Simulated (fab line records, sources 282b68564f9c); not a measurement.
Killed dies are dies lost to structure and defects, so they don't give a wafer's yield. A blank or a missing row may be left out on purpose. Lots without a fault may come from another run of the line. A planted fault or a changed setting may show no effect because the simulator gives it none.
Tool commonality check | flow rit_cmos | 15 lots, 45 wafers sampled

WHY IT WAS OPENED
At RIT_SPACER_THK_MEAS_04 the reading SPACER_NITRIDE_THK is flagged on 3 of 15 lots. Wafers without a fault read 249.8 nm, standard deviation 2.7.
Rule: a lot is flagged when every wafer of it that has a number lies more than 4 standard deviations from that mean, or none has a number. The other lots count as sound.

lot  | measured    | on            | SPACER_NITRIDE_THK (nm), wafer by wafer | flag
L636 | day 3 15:01 | film_metro-01 | 247.7 247.0 249.4                       |
L635 | day 3 16:33 | film_metro-02 | 249.2 250.5 250.3                       |
L637 | day 3 21:26 | film_metro-01 | 252.5 251.9 251.4                       |
L638 | day 4 02:19 | film_metro-04 | 246.8 246.7 245.1                       |
L639 | day 4 07:37 | film_metro-02 | 250.4 251.3 250.2                       |
L640 | day 4 09:38 | film_metro-02 | 244.9 245.6 246.1                       |
L641 | day 4 15:47 | film_metro-01 | 243.4 242.4 243.3                       |
L642 | day 4 20:18 | film_metro-04 | 253.1 253.1 255.2                       |
L643 | day 5 06:40 | film_metro-01 | 251.5 251.5 251.1                       |
L644 | day 5 07:15 | film_metro-04 | 502.3 503.1 499.7                       | FLAGGED
L648 | day 6 01:55 | film_metro-02 | 250.1 251.6 249.6                       |
L651 | day 6 15:29 | film_metro-02 | 504.9 506.7 506.3                       | FLAGGED
L652 | day 7 02:19 | film_metro-02 | 495.4 497.5 499.5                       | FLAGGED
L654 | day 7 06:07 | film_metro-02 | 245.8 249.1 249.0                       |
L656 | day 7 17:41 | film_metro-02 | 246.9 246.9 248.6                       |
The numbers of the flagged lots are 501.7 nm on average: +251.9 nm against the usual, or +93 standard deviations.

WHICH TOOL RAN EACH LOT
The record holds 1 process step before the reading, out of a route of 202 steps. In each cell: the tool, then ch and the chambers that the sampled wafers went through, then the start.
lot  | flag    | RIT_SPACER_CVD_03
L636 |         | lpcvd-02 ch 1, day 3 13:04
L635 |         | lpcvd-01 ch 1, day 3 14:38
L637 |         | lpcvd-01 ch 0, day 3 19:31
L638 |         | lpcvd-02 ch 0, day 3 23:25
L639 |         | lpcvd-02 ch 0, day 4 04:43
L640 |         | lpcvd-02 ch 0, day 4 07:43
L641 |         | lpcvd-02 ch 1, day 4 13:50
L642 |         | lpcvd-01 ch 1, day 4 18:23
L643 |         | lpcvd-01 ch 0, day 5 04:46
L644 | FLAGGED | lpcvd-01 ch 1, day 5 02:50 and lpcvd-02 ch 1, day 5 05:19
L648 |         | lpcvd-02 ch 0, day 6 00:00
L651 | FLAGGED | lpcvd-01 ch 1, day 6 09:59
L652 | FLAGGED | lpcvd-02 ch 0, day 6 20:15
L654 |         | lpcvd-02 ch 1, day 7 04:11
L656 |         | lpcvd-01 ch 0, day 7 15:46
What these steps do:
- RIT_SPACER_CVD_03: deposits Si3N4 from SiH2Cl2/NH3, target thk 250 nm, time 3300 s.
- RIT_SPACER_THK_MEAS_04

FLAGGED OVER TOTAL, TOOL BY TOOL (the gauges that took the reading come last)
step                   | tool          | lots run | flagged | share of the flagged lots | sound lots run after its first flagged lot
RIT_SPACER_CVD_03      | lpcvd-01      | 7        | 2       | some                      | 2 (L643,L656)
RIT_SPACER_CVD_03      | lpcvd-02      | 9        | 2       | some                      | 2 (L648,L654)
RIT_SPACER_THK_MEAS_04 | film_metro-01 | 4        | 0       | none                      | -
RIT_SPACER_THK_MEAS_04 | film_metro-02 | 8        | 2       | some                      | 2 (L654,L656)
RIT_SPACER_THK_MEAS_04 | film_metro-04 | 3        | 1       | some                      | 0

WHAT THE TABLE ALLOWS
No row of the table ran every flagged lot.

WHAT THE SIMULATOR HAD PUT IN
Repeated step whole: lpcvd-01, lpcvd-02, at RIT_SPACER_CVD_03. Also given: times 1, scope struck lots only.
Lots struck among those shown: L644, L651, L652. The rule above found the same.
